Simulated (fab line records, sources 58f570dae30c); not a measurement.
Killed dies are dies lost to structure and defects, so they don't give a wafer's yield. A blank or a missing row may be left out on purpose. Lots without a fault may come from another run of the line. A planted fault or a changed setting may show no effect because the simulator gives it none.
fab line records | flow berkeley_cmos170
record lots=5 wafers=15 last_day=11
route steps=331 shown V1@268 M2@271 V2@292
lots that met no fault: from a run of the same line without faults
start_h: hours from the record's first day to the start of the lot's first wafer shown | wait_h: hours since the lot's step before | " the same as in the row above | L1.1+2: a row that stands for several wafers | - no value, or no start given | * or withheld: withheld | < > ~ a bound
route shown NAME@n: a module of which the file shows steps, and the number in the route of the first | usual: mean/standard deviation of fault-free wafers | same: alike in all rows | chamber/n: place in a boat | sites: the reading at each site | _std_site: their standard deviation | _edge_site: outer sites' mean less inner sites' | radius_mm: how far each site lies from the wafer's centre | mask NAME#n: copy n | behind: the tool/chamber that last shaped the wafer | hold: why the lot was held/for how many hours/how that ended | device: the transistor (n, p or np) that didn't switch | end of line: the same wafers' tests at the end of the route | a step without rows: its recipe alone | killed: dies lost to structure and defects at the first sort, not the wafer's yield | map: a wafer's dies, x killed, . not, _ none there
set.NAME: the setting as run; set.NAME@STEP: as run at that earlier step | model.NAME: the simulator's own value behind a step, which no gauge read
lots at some steps of the route; a table a step, a row a wafer
services: from which hour (start_h, from the record's first day; less than 0 if before it) a tool's chamber was out of use, for how many hours, and why
## steps
# step UCB170_V1_ETCH_14
# recipe chemistry=CHF3/CF4/Ar target=SiO2 stop_on=Al CHF3_flow_sccm=45 cf4_flow_sccm=15 Ar_flow_sccm=150 pressure_mtorr=200 rf_w=700 target_depth_a=12500 over_etch_frac=0.25 time_s=291
# usual drypump_motor_current_A=5.7/0.42 oes_product_au=0.870/0.012 throttle_valve_pct=6.95/0.096
# columns lot.wafer tool chamber start_h wait_h drypump_motor_current_A oes_product_au rf_hours_counter_h throttle_valve_pct
L077.1 rie_diel-01 1 160.01 0.0 6.1 0.846 97 6.97
L077.3 " 2 " " 5.5 0.875 18 6.97
L077.6 " 0 " " 4.7 0.865 - 7.06
L075.1 rie_diel-04 0 162.93 0.0 5.8 0.867 30 7.14
L075.4 " 2 " " 5.5 0.874 51 6.83
L075.6 " 1 " " 6.0 0.891 - 6.79
L080.2 rie_diel-01 0 193.31 0.0 4.7 0.860 6 7.06
L080.4 " 2 " " 5.5 0.874 20 6.97
L080.6 " 0 " " 4.7 0.869 - 7.06
L084.1 rie_diel-04 0 227.50 0.0 5.8 0.874 33 7.14
L084.2 " 1 " " 6.0 0.882 19 6.81
L084.5 " 3 " " 5.2 0.888 - 6.90
L094.1 rie_diel-01 1 257.44 0.0 6.1 0.859 103 6.97
L094.3 " 3 " " 5.5 0.844 23 6.86
L094.6 " 0 " " 4.8 0.862 - 7.07
# step UCB170_V1_STRIP_15
# recipe chemistry=O2 power_w=400 pressure_mtorr=3500 platen_temp_c=withheld o2_flow_sccm=400 overash_fraction=0.5
# usual drypump_motor_current_A=5.8/0.36 oes_product_au=0.722/0.0047 strip_time_to_endpoint_s=15.34/0.13
# columns lot.wafer tool chamber start_h wait_h drypump_motor_current_A oes_product_au rf_hours_counter_h strip_time_to_endpoint_s
L077.1 plasma_asher-01 0 160.19 0.1 6.1 0.717 47 15.46
L077.3 " 0 " " 6.1 0.728 - 15.30
L077.6 " 0 " " 6.1 0.727 - 15.42
L075.1 plasma_asher-02 1 163.11 0.1 6.1 0.723 34 15.35
L075.4 " 0 " " 5.5 0.725 - 15.44
L075.6 " 0 " " 5.5 0.728 - 15.30
L080.2 plasma_asher-02 0 193.49 0.1 5.5 0.721 38 15.65
L080.4 " 1 " " 6.2 0.727 - 15.34
L080.6 " 1 " " 6.2 0.723 - 15.59
L084.1 plasma_asher-04 1 227.67 0.1 5.2 0.729 55 15.19
L084.2 " 0 " " 6.2 0.717 55 15.25
L084.5 " 0 " " 6.2 0.721 - 15.06
L094.1 plasma_asher-02 0 257.62 0.1 5.5 0.720 46 15.36
L094.3 " 0 " " 5.5 0.723 - 15.24
L094.6 " 0 " " 5.5 0.719 - 15.38
# step UCB170_V1_CD_MEAS_90
# recipe target_cd_nm=700
# usual cd_nm=699.6/1.6
# columns lot.wafer tool chamber start_h wait_h cd_nm
L077.1 cd_sem-02 - 160.29 0.1 700.8
L077.3 " - " " 698.0
L077.6 " - " " 698.5
L075.1 cd_sem-01 - 163.21 0.1 698.8
L075.4 " - " " 697.5
L075.6 " - " " 700.1
L080.2 cd_sem-02 - 193.61 0.1 698.7
L080.4 " - " " 698.7
L080.6 " - " " 697.7
L084.1 cd_sem-01 - 227.77 0.1 697.6
L084.2 " - " " 696.5
L084.5 " - " " 698.2
L094.1 cd_sem-02 - 257.76 0.1 700.3
L094.3 " - " " 700.3
L094.6 " - " " 700.2
# step UCB170_M2_PRE_CLEAN_00
# recipe gas=Ar preclean_etch_time_s=60
# columns lot.wafer tool chamber start_h wait_h
L077.1+3+6 pvd_sputter-01 - 160.41 0.1
L075.1+4+6 pvd_sputter-02 - 163.33 0.1
L080.2+4+6 pvd_sputter-01 - 193.71 0.1
L084.1+2+5 pvd_sputter-01 - 227.89 0.1
L094.1+3+6 pvd_sputter-01 - 257.88 0.1
# step UCB170_M2_SPUTTER_01
# recipe material=Al target_thk_nm=900 time_s=120 power_w=6000 chamber_pressure_pa=0.5
# usual chamber_pressure_pa=0.5000/0.001 throttle_valve_pct=29.8/0.71
# columns lot.wafer tool chamber start_h wait_h chamber_pressure_pa throttle_valve_pct
L077.1 pvd_sputter-01 - 160.48 0.0 0.5012 28.5
L077.3 " - " " 0.5004 30.1
L077.6 " - " " 0.4988 29.1
L075.1 pvd_sputter-02 - 163.40 0.0 0.4991 28.8
L075.4 " - " " 0.5012 30.7
L075.6 " - " " 0.5012 30.8
L080.2 pvd_sputter-01 - 193.77 0.0 0.5011 30.5
L080.4 " - " " 0.4994 28.6
L080.6 " - " " 0.5012 30.6
L084.1 pvd_sputter-01 - 227.96 0.0 0.4996 28.7
L084.2 " - " " 0.5001 30.1
L084.5 " - " " 0.5008 28.6
L094.1 pvd_sputter-01 - 257.95 0.0 0.4994 28.9
L094.3 " - " " 0.4997 30.8
L094.6 " - " " 0.5001 30.4
# step UCB170_M2_RS_MEAS_02
# recipe thk_meas_gauge=four-point-probe reads=Al_of_M2_SPUTTER_01
# usual M2_AL_RS=0.0324/0.00032
# columns lot.wafer tool chamber start_h wait_h M2_AL_RS[ohm/sq]
L077.1 film_metro-01 - 160.58 0.0 0.0325
L077.3 " - " " 0.0326
L077.6 " - " " 0.0322
L075.1 film_metro-02 - 163.48 0.0 0.0326
L075.4 " - " " 0.0327
L075.6 " - " " 0.0325
L080.2 film_metro-01 - 193.88 0.1 0.0322
L080.4 " - " " 0.0327
L080.6 " - " " 0.0322
L084.1 film_metro-03 - 228.04 0.0 0.0326
L084.2 " - " " 0.0321
L084.5 " - " " 0.0325
L094.1 film_metro-03 - 258.03 0.0 0.0326
L094.3 " - " " 0.0323
L094.6 " - " " 0.0318
# step UCB170_M2_THK_MEAS_03
# recipe thk_meas_gauge=xrf reads=Al_of_M2_SPUTTER_01
# usual M2_AL_THK=887/11
# columns lot.wafer tool chamber start_h wait_h M2_AL_THK[nm]
L077.1 film_metro-01 - 160.70 0.1 879
L077.3 " - " " 872
L077.6 " - " " 881
L075.1 film_metro-02 - 163.60 0.1 876
L075.4 " - " " 868
L075.6 " - " " 880
L080.2 film_metro-01 - 193.99 0.1 886
L080.4 " - " " 876
L080.6 " - " " 891
L084.1 film_metro-03 - 228.16 0.1 893
L084.2 " - " " 906
L084.5 " - " " 890
L094.1 film_metro-03 - 258.15 0.1 886
L094.3 " - " " 895
L094.6 " - " " 907
# step UCB170_M2_HMDS_04
# recipe prime_time_s=60 prime_temp_c=100
# columns lot.wafer tool chamber start_h wait_h
L077.1+3+6 litho_track-04 0 160.76 0.1
L075.1+4+6 litho_track-02 0 163.66 0.1
L080.2+4+6 litho_track-02 0 194.16 0.2
L084.1+2+5 litho_track-02 0 228.39 0.2
L094.1+3+6 litho_track-03 0 258.38 0.2
# step UCB170_M2_COAT_05
# recipe resist=KrF spin_rpm=1500 resist_thk_nm=900
# usual spin_speed_rpm=1500.0/1.1
# columns lot.wafer tool chamber start_h wait_h spin_speed_rpm
L077.1 litho_track-04 0 160.91 0.1 1499.7
L077.3 " 0 " " 1499.8
L077.6 " 0 " " 1499.7
L075.1 litho_track-02 0 163.81 0.1 1500.6
L075.4 " 0 " " 1500.6
L075.6 " 0 " " 1499.9
L080.2 litho_track-02 0 194.31 0.1 1499.9
L080.4 " 0 " " 1501.5
L080.6 " 0 " " 1500.1
L084.1 litho_track-02 0 228.54 0.1 1500.6
L084.2 " 0 " " 1499.3
L084.5 " 0 " " 1501.3
L094.1 litho_track-03 0 258.53 0.1 1499.9
L094.3 " 0 " " 1500.0
L094.6 " 0 " " 1499.6
# step UCB170_M2_SOFTBAKE_06
# recipe resist=KrF temp_c=130 time_s=60
# columns lot.wafer tool chamber start_h wait_h
L077.1+3+6 litho_track-04 0 161.06 0.1
L075.1+4+6 litho_track-02 0 163.96 0.1
L080.2+4+6 litho_track-02 0 194.46 0.1
L084.1+2+5 litho_track-02 0 228.69 0.1
L094.1+3+6 litho_track-03 0 258.68 0.1
# step UCB170_M2_STRIP_07
# recipe chemistry=O2 power_w=400 pressure_mtorr=3500 platen_temp_c=withheld o2_flow_sccm=400 overash_fraction=0.5
# usual drypump_motor_current_A=5.9/0.36 oes_product_au=0.734/0.0041 strip_time_to_endpoint_s=21.99/0.056
# columns lot.wafer tool chamber start_h wait_h drypump_motor_current_A oes_product_au rf_hours_counter_h strip_time_to_endpoint_s
L077.1 plasma_asher-03 0 161.21 0.1 6.1 0.740 5 22.02
L077.3 " 1 " " 6.3 0.736 - 22.07
L077.6 " 1 " " 6.3 0.739 - 22.01
L075.1 plasma_asher-04 0 164.11 0.1 6.2 0.738 47 22.04
L075.4 " 0 " " 6.2 0.733 - 22.03
L075.6 " 0 " " 6.2 0.733 - 22.06
L080.2 plasma_asher-03 1 194.59 0.1 6.2 0.734 9 22.06
L080.4 " 1 " " 6.3 0.737 - 21.97
L080.6 " 1 " " 6.3 0.732 - 22.07
L084.1 plasma_asher-03 0 228.84 0.1 6.1 0.734 13 21.88
L084.2 " 1 " " 6.2 0.737 13 21.88
L084.5 " 0 " " 6.1 0.735 - 21.91
L094.1 plasma_asher-03 0 258.83 0.1 6.1 0.734 17 22.02
L094.3 " 1 " " 6.3 0.734 - 21.97
L094.6 " 0 " " 6.1 0.727 - 22.04
# step UCB170_M2_STRIP_08
# recipe chemistry=DMSO temp_c=80 time_s=600 material=KrF
# columns lot.wafer tool chamber start_h wait_h
L077.1+3+6 wet_bench-02 2 161.31 0.1
L075.1+4+6 wet_bench-04 0 165.46 1.3
L080.2+4+6 wet_bench-02 1 194.90 0.3
L084.1+2+5 wet_bench-03 2 228.99 0.1
L094.1+3+6 wet_bench-02 0 258.93 0.1
# step UCB170_M2_COAT_09
# recipe resist=BARC temp_c=withheld time_s=withheld spin_rpm=3000 resist_thk_nm=withheld
# usual spin_speed_rpm=2999.9/2.1
# columns lot.wafer tool chamber start_h wait_h spin_speed_rpm
L077.1 litho_track-02 0 161.48 0.0 2997.8
L077.3 " 0 " " 3001.7
L077.6 " 0 " " 3000.9
L075.1 litho_track-03 0 165.63 0.0 3001.7
L075.4 " 0 " " 2998.5
L075.6 " 0 " " 2997.4
L080.2 litho_track-03 0 195.80 0.7 2995.8
L080.4 " 0 " " 2999.3
L080.6 " 0 " " 3002.2
L084.1 litho_track-04 0 229.54 0.2 3000.1
L084.2 " 0 " " 3000.3
L084.5 " 0 " " 2998.6
L094.1 litho_track-04 0 259.22 0.1 2997.9
L094.3 " 0 " " 2997.6
L094.6 " 0 " " 2996.9
# step UCB170_M2_COAT_10
# recipe resist=KrF spin_rpm=1500 resist_thk_nm=900
# usual spin_speed_rpm=1499.8/1.1
# columns lot.wafer tool chamber start_h wait_h spin_speed_rpm
L077.1 litho_track-02 0 - - 1498.0
L077.3 " 0 " " 1499.6
L077.6 " 0 " " 1501.0
L075.1 litho_track-03 0 - - 1500.0
L075.4 " 0 " " 1499.5
L075.6 " 0 " " 1500.8
L080.2 litho_track-03 0 - - 1500.1
L080.4 " 0 " " 1498.3
L080.6 " 0 " " 1499.8
L084.1 litho_track-04 0 - - 1500.0
L084.2 " 0 " " 1502.7
L084.5 " 0 " " 1501.9
L094.1 litho_track-04 0 - - 1499.3
L094.3 " 0 " " 1500.0
L094.6 " 0 " " 1500.6
# step UCB170_M2_SOFTBAKE_11
# recipe resist=KrF temp_c=130 time_s=60
# columns lot.wafer tool chamber start_h wait_h
L077.1+3+6 litho_track-02 0 - -
L075.1+4+6 litho_track-03 0 - -
L080.2+4+6 litho_track-03 0 - -
L084.1+2+5 litho_track-04 0 - -
L094.1+3+6 litho_track-04 0 - -
# step UCB170_M2_EXPOSE_12
# recipe mask_id=METAL2 target_cd_nm=700 na=0.5 sigma_outer=0.6 source_shape=conventional dose_mj=26
# usual exposure_dose_mJ_cm2=25.981/0.024
# columns lot.wafer tool chamber start_h wait_h mask exposure_dose_mJ_cm2
L077.1 krf_scanner-01 0 162.27 - METAL2#0 26.028
L077.3 " 0 " " METAL2#0 25.973
L077.6 " 0 " " METAL2#0 26.009
L075.1 krf_scanner-02 0 166.08 - METAL2#0 25.977
L075.4 " 0 " " METAL2#0 25.972
L075.6 " 0 " " METAL2#0 25.948
L080.2 krf_scanner-01 0 196.37 - METAL2#0 25.986
L080.4 " 0 " " METAL2#0 25.967
L080.6 " 0 " " METAL2#0 25.950
L084.1 krf_scanner-01 0 230.15 - METAL2#0 25.960
L084.2 " 0 " " METAL2#0 25.998
L084.5 " 0 " " METAL2#0 26.018
L094.1 krf_scanner-02 0 259.67 - METAL2#0 25.962
L094.3 " 0 " " METAL2#0 25.959
L094.6 " 0 " " METAL2#0 25.966
# step UCB170_M2_PEB_13
# recipe peb_temp_c=130 peb_time_s=withheld resist=KrF
# columns lot.wafer tool chamber start_h wait_h
L077.1+3+6 litho_track-03 0 162.45 0.2
L075.1+4+6 litho_track-03 0 166.20 0.1
L080.2+4+6 litho_track-03 0 196.80 0.4
L084.1+2+5 litho_track-02 0 230.47 0.3
L094.1+3+6 litho_track-02 0 260.01 0.3
# step UCB170_M2_DEVELOP_14
# recipe developer=TMAH develop_time_s=45 resist=KrF dev_temp_c=21
# columns lot.wafer tool chamber start_h wait_h
L077.1+3+6 litho_track-03 0 - -
L075.1+4+6 litho_track-03 0 - -
L080.2+4+6 litho_track-03 0 - -
L084.1+2+5 litho_track-02 0 - -
L094.1+3+6 litho_track-02 0 - -
# step UCB170_M2_CD_MEAS_15
# recipe target_cd_nm=700
# usual cd_nm=699.9/1.2
# columns lot.wafer tool chamber start_h wait_h cd_nm
L077.1 cd_sem-01 - 162.78 - 700.5
L077.3 " - " " 701.8
L077.6 " - " " 702.0
L075.1 cd_sem-02 - 166.47 - 699.9
L075.4 " - " " 699.5
L075.6 " - " " 700.4
L080.2 cd_sem-02 - 197.12 - 698.9
L080.4 " - " " 698.3
L080.6 " - " " 699.7
L084.1 cd_sem-01 - 230.81 - 700.1
L084.2 " - " " 700.7
L084.5 " - " " 699.9
L094.1 cd_sem-01 - 260.28 - 699.5
L094.3 " - " " 698.5
L094.6 " - " " 699.3
# step UCB170_M2_OVL_MEAS_16
# usual M2_OVL=0/5.1
# columns lot.wafer tool chamber start_h wait_h M2_OVL[nm]
L077.1 overlay-01 - 162.90 0.1 1
L077.3 " - " " 0
L077.6 " - " " -8
L075.1 overlay-01 - 166.59 0.1 -1
L075.4 " - " " 5
L075.6 " - " " -6
L080.2 overlay-02 - 197.23 0.1 7
L080.4 " - " " 1
L080.6 " - " " 6
L084.1 overlay-02 - 230.93 0.1 -3
L084.2 " - " " -1
L084.5 " - " " -6
L094.1 overlay-01 - 260.40 0.1 -2
L094.3 " - " " -4
L094.6 " - " " 3
# step UCB170_M2_ETCH_17
# recipe chemistry=N2/H2 target_depth_a=withheld overetch_a=withheld target=BARC time_s=withheld source_w=500 bias_w=100 pressure_mtorr=30 n2_flow_sccm=100 h2_flow_sccm=200
# usual drypump_motor_current_A=5.8/0.48 oes_product_au=0.987/0.018 throttle_valve_pct=13.31/0.088
# columns lot.wafer tool chamber start_h wait_h drypump_motor_current_A oes_product_au throttle_valve_pct
L077.1 rie_diel-03 3 162.93 0.0 5.7 0.992 13.22
L077.3 " 1 " " 6.3 0.972 13.23
L077.6 " 1 " " 6.3 0.974 13.22
L075.1 rie_diel-02 1 166.63 0.0 5.6 1.017 13.29
L075.4 " 2 " " 6.4 0.989 13.36
L075.6 " 1 " " 5.6 1.010 13.27
L080.2 rie_diel-03 0 197.26 0.0 5.6 0.987 13.30
L080.4 " 1 " " 6.3 0.983 13.22
L080.6 " 1 " " 6.3 0.970 13.22
L084.1 rie_diel-02 0 230.97 0.0 5.9 0.976 13.31
L084.2 " 3 " " 5.5 0.957 13.39
L084.5 " 0 " " 5.9 0.984 13.32
L094.1 rie_diel-02 2 260.44 0.0 6.4 0.977 13.36
L094.3 " 3 " " 5.5 0.964 13.39
L094.6 " 0 " " 5.9 0.977 13.31
# step UCB170_M2_METAL_ETCH_18
# recipe chemistry=Cl2/BCl3 target=Al stop_on=SiO2 pressure_mtorr=12 target_depth_a=11700 over_etch_frac=0.3 time_s=195 icp_w=600 bias_w=120 Cl2_flow_sccm=90 bcl3_flow_sccm=45
# usual drypump_motor_current_A=5.8/0.33 he_backside_leak_sccm=3.41/0.16 oes_product_au=0.848/0.014 throttle_valve_pct=24.22/0.23
# columns lot.wafer tool chamber start_h wait_h drypump_motor_current_A he_backside_leak_sccm oes_product_au rf_hours_counter_h throttle_valve_pct
L077.1 rie_metal-02 0 162.98 - 5.5 3.20 0.830 8 23.98
L077.3 " 1 " " 6.1 3.45 0.842 - 24.09
L077.6 " 0 " " 5.5 3.43 0.839 - 24.00
L075.1 rie_metal-03 0 166.67 - 5.7 3.29 0.867 7 24.55
L075.4 " 1 " " 5.4 3.44 0.849 - 24.53
L075.6 " 1 " " 5.4 3.48 0.853 - 24.52
L080.2 rie_metal-02 0 197.36 - 5.5 3.30 0.832 - 24.00
L080.4 " 0 " " 5.5 3.24 0.823 - 24.00
L080.6 " 0 " " 5.5 3.16 0.841 - 24.00
L084.1 rie_metal-01 1 231.01 - 6.2 3.43 0.865 13 24.12
L084.2 " 0 " " 6.3 3.47 0.846 12 24.40
L084.5 " 1 " " 6.2 3.55 0.867 - 24.10
L094.1 rie_metal-02 1 260.48 - 6.1 3.39 0.840 3 24.09
L094.3 " 1 " " 6.1 3.34 0.853 - 24.07
L094.6 " 0 " " 5.5 3.26 0.840 - 23.99
# step UCB170_M2_STRIP_19
# recipe chemistry=O2 power_w=400 pressure_mtorr=3500 platen_temp_c=withheld o2_flow_sccm=400 overash_fraction=0.5
# usual drypump_motor_current_A=5.9/0.36 oes_product_au=0.547/0.016
# columns lot.wafer tool chamber start_h wait_h drypump_motor_current_A oes_product_au rf_hours_counter_h
L077.1 plasma_asher-03 0 163.16 0.1 6.1 0.558 5
L077.3 " 1 " " 6.3 0.546 -
L077.6 " 1 " " 6.3 0.558 -
L075.1 plasma_asher-04 0 166.86 0.1 6.2 0.581 48
L075.4 " 1 " " 5.3 0.535 -
L075.6 " 0 " " 6.2 0.515 -
L080.2 plasma_asher-01 0 197.68 0.2 6.0 0.546 48
L080.4 " 1 " " 5.5 0.555 -
L080.6 " 1 " " 5.5 0.548 -
L084.1 plasma_asher-04 1 231.20 0.1 5.2 0.525 56
L084.2 " 0 " " 6.2 0.569 56
L084.5 " 0 " " 6.2 0.529 -
L094.1 plasma_asher-01 0 260.67 0.1 6.0 0.557 55
L094.3 " 0 " " 6.0 0.546 -
L094.6 " 0 " " 6.0 0.551 -
# step UCB170_M2_CD_MEAS_90
# recipe target_cd_nm=700
# usual cd_nm=698/3.1
# columns lot.wafer tool chamber start_h wait_h cd_nm
L077.1 cd_sem-02 - 163.26 0.1 699
L077.3 " - " " 696
L077.6 " - " " 697
L075.1 cd_sem-01 - 166.96 0.1 703
L075.4 " - " " 697
L075.6 " - " " 699
L080.2 cd_sem-02 - 197.80 0.1 696
L080.4 " - " " 696
L080.6 " - " " 698
L084.1 cd_sem-02 - 231.31 0.1 700
L084.2 " - " " 701
L084.5 " - " " 698
L094.1 cd_sem-02 - 260.77 0.1 699
L094.3 " - " " 697
L094.6 " - " " 697
# step UCB170_V2_CVD_00
# recipe material=SiO2 target_thk_nm=2000 temp_c=390 precursor=TEOS/O2 time_s=250 rf_w=550 pressure_mtorr=9000
# usual heater_power_w=224/53
# columns lot.wafer tool chamber start_h wait_h heater_power_w
L077.1 pecvd-01 0 163.38 0.1 197
L077.3 " 2 " " 225
L077.6 " 1 " " 153
L075.1 pecvd-04 1 167.08 0.1 295
L075.4 " 1 " " 359
L075.6 " 0 " " 164
L080.2 pecvd-02 1 197.90 0.1 259
L080.4 " 0 " " 281
L080.6 " 1 " " 181
L084.1 pecvd-04 0 231.43 0.1 195
L084.2 " 1 " " 325
L084.5 " 2 " " 219
L094.1 pecvd-02 1 260.89 0.1 235
L094.3 " 2 " " 214
L094.6 " 2 " " 267
# step UCB170_V2_THK_MEAS_01
# recipe reads=SiO2_of_V2_CVD_00
# usual V2_TEOS_THK=2002/32
# columns lot.wafer tool chamber start_h wait_h V2_TEOS_THK[nm]
L077.1 film_metro-01 - 163.54 0.1 1998
L077.3 " - " " 1960
L077.6 " - " " 1970
L075.1 film_metro-01 - 167.24 0.1 1992
L075.4 " - " " 2041
L075.6 " - " " 2036
L080.2 film_metro-01 - 198.06 0.1 1965
L080.4 " - " " 2035
L080.6 " - " " 1998
L084.1 film_metro-04 - 231.59 0.1 2027
L084.2 " - " " 1982
L084.5 " - " " 2033
L094.1 film_metro-02 - 261.05 0.1 1960
L094.3 " - " " 2023
L094.6 " - " " 2048
# step UCB170_V2_CMP_02
# recipe material=SiO2 down_force_psi=6 platen_rpm=60 pad_velocity_m_s=0.75398
# usual motor_current_A=15.9/1.1 retaining_ring_pressure_frac=1.000/0.0049
# columns lot.wafer tool chamber start_h wait_h motor_current_A retaining_ring_pressure_frac
L077.1 cmp-01 2 163.65 0.1 14.8 1.003
L077.3 " 0 " " 16.3 0.999
L077.6 " 2 " " 13.4 1.000
L075.1 cmp-01 0 167.40 0.1 17.3 0.998
L075.4 " 1 " " 14.8 0.998
L075.6 " 3 " " 15.3 1.004
L080.4 cmp-01 3 198.11 0.0 14.5 0.991
L080.2 " 0 " " 16.2 1.001
L080.6 " 3 " " 15.5 0.995
L084.1 cmp-02 1 231.94 0.3 18.1 1.003
L084.2 " 3 " " 16.4 0.998
L084.5 " 0 " " 14.6 1.006
L094.3 cmp-01 1 261.21 0.1 15.2 0.994
L094.1 " 2 " " 13.8 0.998
L094.6 " 0 " " 16.9 0.997
# step UCB170_V2_BOW_MEAS_03
# recipe mode=bow
# usual V2_BOW=35/7
# columns lot.wafer tool chamber start_h wait_h V2_BOW[um]
L077.1 film_metro-01 - 163.90 0.2 39
L077.3 " - " " 22
L077.6 " - " " 47
L075.1 film_metro-01 - 167.60 0.1 31
L075.4 " - " " 32
L075.6 " - " " 36
L080.2 film_metro-01 - 198.43 0.2 43
L080.4 " - " " 32
L080.6 " - " " 34
L084.1 film_metro-01 - 232.19 0.2 36
L084.2 " - " " 26
L084.5 " - " " 22
L094.1 film_metro-01 - 261.41 0.1 29
L094.3 " - " " 26
L094.6 " - " " 39
# step UCB170_V2_THK_MEAS_04
# recipe reads=SiO2_of_V2_CVD_00
# usual V2_POLISHED_THK=999.6/1
# columns lot.wafer tool chamber start_h wait_h V2_POLISHED_THK[nm]
L077.1 film_metro-01 - 164.02 0.1 1000.4
L077.3 " - " " 1001.0
L077.6 " - " " 1000.2
L075.1 film_metro-01 - 167.72 0.1 1001.3
L075.4 " - " " 1000.1
L075.6 " - " " 999.6
L080.2 film_metro-01 - 198.54 0.1 1000.1
L080.4 " - " " 1000.7
L080.6 " - " " 999.9
L084.1 film_metro-01 - 232.31 0.1 998.5
L084.2 " - " " 998.1
L084.5 " - " " 999.3
L094.1 film_metro-01 - 261.53 0.1 999.3
L094.3 " - " " 999.0
L094.6 " - " " 999.6
# step UCB170_V2_CLEAN_05
# recipe chemistry=DIW
# columns lot.wafer tool chamber start_h wait_h
L077.1+3+6 wet_bench-01 0 164.23 0.2
L075.1+4+6 wet_bench-02 3 167.78 0.1
L080.2+4+6 wet_bench-02 1 198.70 0.2
L084.1+2+5 wet_bench-03 0 232.37 0.1
L094.1+3+6 wet_bench-02 0 261.59 0.1
# step UCB170_V2_HMDS_06
# recipe prime_time_s=60 prime_temp_c=100
# columns lot.wafer tool chamber start_h wait_h
L077.1+3+6 litho_track-03 0 164.54 0.1
L075.1+4+6 litho_track-03 0 168.11 0.2
L080.2+4+6 litho_track-03 0 199.15 0.3
L084.1+2+5 litho_track-04 0 233.44 0.7
L094.1+3+6 litho_track-04 0 262.00 0.2
# step UCB170_V2_COAT_07
# recipe resist=KrF spin_rpm=1500 resist_thk_nm=900
# usual spin_speed_rpm=1500.0/0.85
# columns lot.wafer tool chamber start_h wait_h spin_speed_rpm
L077.1 litho_track-03 0 164.69 0.1 1500.2
L077.3 " 0 " " 1500.2
L077.6 " 0 " " 1500.4
L075.1 litho_track-03 0 168.26 0.1 1500.1
L075.4 " 0 " " 1498.9
L075.6 " 0 " " 1500.3
L080.2 litho_track-03 0 199.30 0.1 1501.3
L080.4 " 0 " " 1501.2
L080.6 " 0 " " 1501.3
L084.1 litho_track-04 0 233.59 0.1 1499.4
L084.2 " 0 " " 1499.3
L084.5 " 0 " " 1498.4
L094.1 litho_track-04 0 262.15 0.1 1501.1
L094.3 " 0 " " 1500.4
L094.6 " 0 " " 1499.6
# step UCB170_V2_SOFTBAKE_08
# recipe resist=KrF temp_c=130 time_s=60
# columns lot.wafer tool chamber start_h wait_h
L077.1+3+6 litho_track-03 0 164.84 0.1
L075.1+4+6 litho_track-03 0 168.41 0.1
L080.2+4+6 litho_track-03 0 199.45 0.1
L084.1+2+5 litho_track-04 0 233.74 0.1
L094.1+3+6 litho_track-04 0 262.30 0.1
# step UCB170_V2_EXPOSE_09
# recipe mask_id=VIA2 target_cd_nm=700 na=0.5 sigma_outer=0.6 source_shape=conventional dose_mj=37
# usual exposure_dose_mJ_cm2=36.96/0.039
# columns lot.wafer tool chamber start_h wait_h mask exposure_dose_mJ_cm2
L077.1 krf_scanner-02 0 165.12 0.2 VIA2#0 37.06
L077.3 " 0 " " VIA2#0 36.92
L077.6 " 0 " " VIA2#0 36.98
L075.1 krf_scanner-02 0 168.75 0.3 VIA2#0 36.98
L075.4 " 0 " " VIA2#0 37.03
L075.6 " 0 " " VIA2#0 36.97
L080.2 krf_scanner-01 0 199.72 0.2 VIA2#0 36.97
L080.4 " 0 " " VIA2#0 37.02
L080.6 " 0 " " VIA2#0 37.00
L084.1 krf_scanner-01 0 - - VIA2#0 37.00
L084.2 " 0 " " VIA2#0 36.96
L084.5 " 0 " " VIA2#0 36.90
L094.1 krf_scanner-01 0 262.45 0.1 VIA2#0 37.02
L094.3 " 0 " " VIA2#0 37.03
L094.6 " 0 " " VIA2#0 37.01
# step UCB170_V2_PEB_10
# recipe peb_temp_c=130 peb_time_s=withheld resist=KrF
# columns lot.wafer tool chamber start_h wait_h
L077.1+3+6 litho_track-01 0 165.24 0.1
L075.1+4+6 litho_track-03 0 169.29 0.5
L080.2+4+6 litho_track-01 0 199.89 0.2
L084.1+2+5 litho_track-03 0 - -
L094.1+3+6 litho_track-03 0 262.57 0.1
# step UCB170_V2_DEVELOP_11
# recipe developer=TMAH develop_time_s=45 resist=KrF dev_temp_c=21
# columns lot.wafer tool chamber start_h wait_h
L077.1+3+6 litho_track-01 0 - -
L075.1+4+6 litho_track-03 0 - -
L080.2+4+6 litho_track-01 0 - -
L084.1+2+5 litho_track-03 0 - -
L094.1+3+6 litho_track-03 0 - -
# step UCB170_V2_CD_MEAS_12
# recipe target_cd_nm=700
# usual cd_nm=700.6/1.7
# columns lot.wafer tool chamber start_h wait_h cd_nm
L077.1 cd_sem-01 - 165.51 - 703.2
L077.3 " - " " 702.7
L077.6 " - " " 702.5
L075.1 cd_sem-02 - 169.64 - 697.0
L075.4 " - " " 697.6
L075.6 " - " " 697.5
L080.2 cd_sem-02 - 200.16 - 700.0
L080.4 " - " " 701.8
L080.6 " - " " 702.4
L084.1 cd_sem-01 - 235.35 - 698.7
L084.2 " - " " 700.4
L084.5 " - " " 699.3
L094.1 cd_sem-02 - 262.84 - 703.1
L094.3 " - " " 702.2
L094.6 " - " " 702.4
# step UCB170_V2_OVL_MEAS_13
# usual V2_OVL=1/5.1
# columns lot.wafer tool chamber start_h wait_h V2_OVL[nm]
L077.1 overlay-01 - 165.63 0.1 2
L077.3 " - " " 0
L077.6 " - " " 0
L075.1 overlay-02 - 169.76 0.1 1
L075.4 " - " " -7
L075.6 " - " " -8
L080.2 overlay-02 - 200.27 0.1 5
L080.4 " - " " 12
L080.6 " - " " 8
L084.1 overlay-02 - 235.47 0.1 -3
L084.2 " - " " -2
L084.5 " - " " -6
L094.1 overlay-01 - 262.96 0.1 -3
L094.3 " - " " -4
L094.6 " - " " 3
## services
# columns tool chamber start_h hours kind
pecvd-02 - 149.64 2.8 pm
krf_scanner-01 - 150.76 1.3 pm
rie_diel-04 - 152.62 2.6 repair
krf_scanner-01 - 154.29 4.4 pm
cmp-01 - 157.24 3.2 repair
plasma_asher-01 - 161.52 28.1 pm
rie_diel-04 0 167.53 2.1 repair
pvd_sputter-01 - 169.44 1.5 repair
krf_scanner-02 - 176.66 1.3 pm
krf_scanner-01 - 184.15 1.0 pm
rie_diel-02 0 189.40 20.2 repair
rie_metal-02 1 189.47 12.1 repair
rie_diel-02 - 205.33 0.2 repair
pecvd-02 - 208.28 2.4 repair
rie_diel-03 - 209.34 0.6 repair
krf_scanner-02 - 209.86 0.8 pm
rie_diel-02 3 212.51 3.2 repair
plasma_asher-03 - 219.57 4.3 repair
cmp-01 - 226.74 6.1 repair
rie_diel-01 2 231.50 6.3 repair
pecvd-04 - 232.35 1.3 repair
krf_scanner-01 - 243.26 0.8 pm
plasma_asher-04 - 247.33 1.2 repair
krf_scanner-02 - 252.16 0.5 repair
## key
fault none
